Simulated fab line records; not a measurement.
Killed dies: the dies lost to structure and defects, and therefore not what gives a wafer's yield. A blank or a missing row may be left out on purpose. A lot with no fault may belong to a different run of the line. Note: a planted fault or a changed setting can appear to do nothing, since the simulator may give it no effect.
The tool behind it: which one?    flow berkeley cmos170    12 lots with 36 wafers sampled at 5 steps, on a route of 331 steps

## WHAT THE GAUGES READ, wafer by wafer
UCB170_PFIELD_TW_MEAS_09.
lot   measured     on             PFIELD_TW
L597  day 4 05:40  film metro-01  600 598 600
L598  day 4 09:49  film metro-01  597 598 596
L599  day 4 17:13  film metro-01  598 600 599
L600  day 5 00:45  film metro-03  590 592 593
L601  day 5 05:14  film metro-01  595 592 597
L602  day 5 05:25  film metro-03  591 591 593
L604  day 5 20:15  film metro-01  595 595 595
L605  day 6 04:58  film metro-03  592 593 594
L610  day 7 00:10  film metro-01  594 594 595
L609  day 7 00:19  film metro-02  604 605 599
L616  day 8 04:12  film metro-01  593 594 592
L617  day 8 17:56  film metro-01  595 596 590

UCB170_PVT_OVL_MEAS_06.
lot   measured     on          PVT_OVL (nm)
L597  day 5 17:10  overlay-01  2 4 4
L598  day 5 21:37  overlay-02  -1 -6 -1
L599  day 6 05:27  overlay-01  -14 -14 -14
L600  day 6 15:23  overlay-01  -1 5 1
L601  day 6 15:07  overlay-02  -9 -6 3
L602  day 6 15:31  overlay-02  -10 -8 -5
L604  day 6 23:39  overlay-01  -10 -14 -11
L605  day 7 06:10  overlay-02  -1 -1 0
L610  day 8 03:19  overlay-02  -5 -7 -6
L609  day 8 03:35  overlay-01  -5 3 -3
L616  day 9 05:52  overlay-01  -11 -6 -2
L617  day 9 20:38  overlay-01  -3 1 -6

UCB170_FIELD_THK_MEAS_91.
lot   measured     on             FIELD_OXIDE_LEFT_2_THK (nm)
L597  day 5 18:11  film metro-04  366 371 366
L598  day 5 22:02  film metro-04  345 346 352
L599  day 6 07:51  film metro-04  344 343 341
L600  day 6 18:09  film metro-02  356 343 362
L601  day 6 18:04  film metro-02  344 351 348
L602  day 6 18:08  film metro-03  348 339 347
L604  day 7 02:26  film metro-03  351 358 357
L605  day 7 06:38  film metro-04  307 307 318
L610  day 8 03:58  film metro-04  321 317 314
L609  day 8 04:00  film metro-03  327 329 333
L616  day 9 09:24  film metro-02  352 355 353
L617  day 9 21:03  film metro-04  354 352 357

## TOOL THAT RAN EACH LOT (tool first, then ch and the chambers of the sampled wafers, then the start)
lot   UCB170_PWELL_STRIP_16                UCB170_SCREENOX_WET_ETCH_00
L597  plasma asher-01 ch 0,1, day 2 22:32  wet bench-01 ch 0, day 5 02:03
L598  plasma asher-01 ch 0,1, day 3 02:32  wet bench-04 ch 2, day 5 09:16
L599  plasma asher-04 ch 0,1, day 3 07:25  wet bench-04 ch 3, day 5 15:56
L600  plasma asher-02 ch 0,1, day 3 14:13  wet bench-02 ch 1, day 6 02:49
L601  plasma asher-01 ch 0,1, day 3 23:37  wet bench-02 ch 1, day 6 02:49
L602  plasma asher-02 ch 0,1, day 3 23:53  wet bench-02 ch 0, day 6 02:49
L604  plasma asher-04 ch 0,1, day 4 11:25  wet bench-02 ch 0, day 6 12:16
L605  plasma asher-04 ch 0,1, day 4 18:20  wet bench-02 ch 2, day 6 20:59
L610  plasma asher-02 ch 0,1, day 5 22:57  wet bench-02 ch 3, day 7 16:49
L609  plasma asher-04 ch 0,1, day 5 23:11  wet bench-02 ch 1, day 7 16:39
L616  plasma asher-02 ch 0,1, day 6 21:10  wet bench-01 ch 3, day 8 18:13
L617  plasma asher-01 ch 0,1, day 7 15:38  wet bench-04 ch 3, day 9 08:51
- UCB170_PWELL_STRIP_16: strips in O2.
- UCB170_SCREENOX_WET_ETCH_00: etches SiO2 in dHF, time 200 s.

## WHAT THE TOOLS THEMSELVES READ (means of the sampled wafers that have a number; where no wafer has one, the mark that the record gives instead)
UCB170_PWELL_STRIP_16.
lot   tool             drypump motor current A (A)  oes product au (a.u.)  strip time to endpoint s (s)
L597  plasma asher-01  6.1                          0.718                  18.19
L598  plasma asher-01  6.1                          0.720                  18.11
L599  plasma asher-04  5.3                          0.725                  18.03
L600  plasma asher-02  5.5                          0.719                  18.18
L601  plasma asher-01  6.1                          0.720                  18.22
L602  plasma asher-02  5.7                          0.723                  17.96
L604  plasma asher-04  5.3                          0.724                  18.07
L605  plasma asher-04  5.3                          0.722                  18.07
L610  plasma asher-02  5.6                          0.719                  18.07
L609  plasma asher-04  5.3                          0.722                  18.17
L616  plasma asher-02  5.5                          0.715                  18.12
L617  plasma asher-01  6.1                          0.720                  18.08

UCB170_SCREENOX_WET_ETCH_00.
lot   tool          run length s (s)
L597  wet bench-01  226
L598  wet bench-04  236
L599  wet bench-04  234
L600  wet bench-02  227
L601  wet bench-02  226
L602  wet bench-02  226
L604  wet bench-02  226
L605  wet bench-02  396
L610  wet bench-02  403
L609  wet bench-02  405
L616  wet bench-01  226
L617  wet bench-04  235

## THE ANSWER, worked out from the rows above alone
Rule: what is usual is taken from the lots themselves. The widest of any qualifying gaps counts: lots, ordered by their means at a reading, are off when they make up no more than a third of the lots, leave a main group of 4 or more, and stand apart from it by 3 or more times the standard deviation of that group's means. Not used: any main group whose means are identical at the precision the tables above print for the reading. Also off: a lot with no number at a reading for which 4 or more lots have one. All remaining lots with rows at the step are treated as sound. Order of review: gauges by route order, followed by the tools' own readings, for which a lot's mean as printed above is used. The first step at which some lot is off is used, and at that step the reading that is off furthest; a lot without a number counts as furthest.
Off, at UCB170_SCREENOX_WET_ETCH_00 on run length s: L605, L610, L609. The main group: mean 229 s, standard deviation 4.2.
A tool fits if, at that step or a process step before it, it ran every lot that is off, and no sound lot after the first of them. One candidate fits, namely wet bench-02 at UCB170_SCREENOX_WET_ETCH_00. Its last sound lot is L604 (day 6 12:16), its first lot that is off L605 (day 6 20:59): a fault that began between those two fits.
The tool's own readings at UCB170_SCREENOX_WET_ETCH_00 bear it out: on the lots that are off they differ by more than 5 times the standard deviation of the sound lots' means. run length s reads 401 s there against 229 s on the sound lots.

## WHAT WAS PUT IN BY THE SIMULATOR
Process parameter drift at UCB170_SCREENOX_WET_ETCH_00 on wet bench-02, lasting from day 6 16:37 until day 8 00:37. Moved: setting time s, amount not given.
Shown lots that were struck: L605, L610, L609. The rule above found the same.
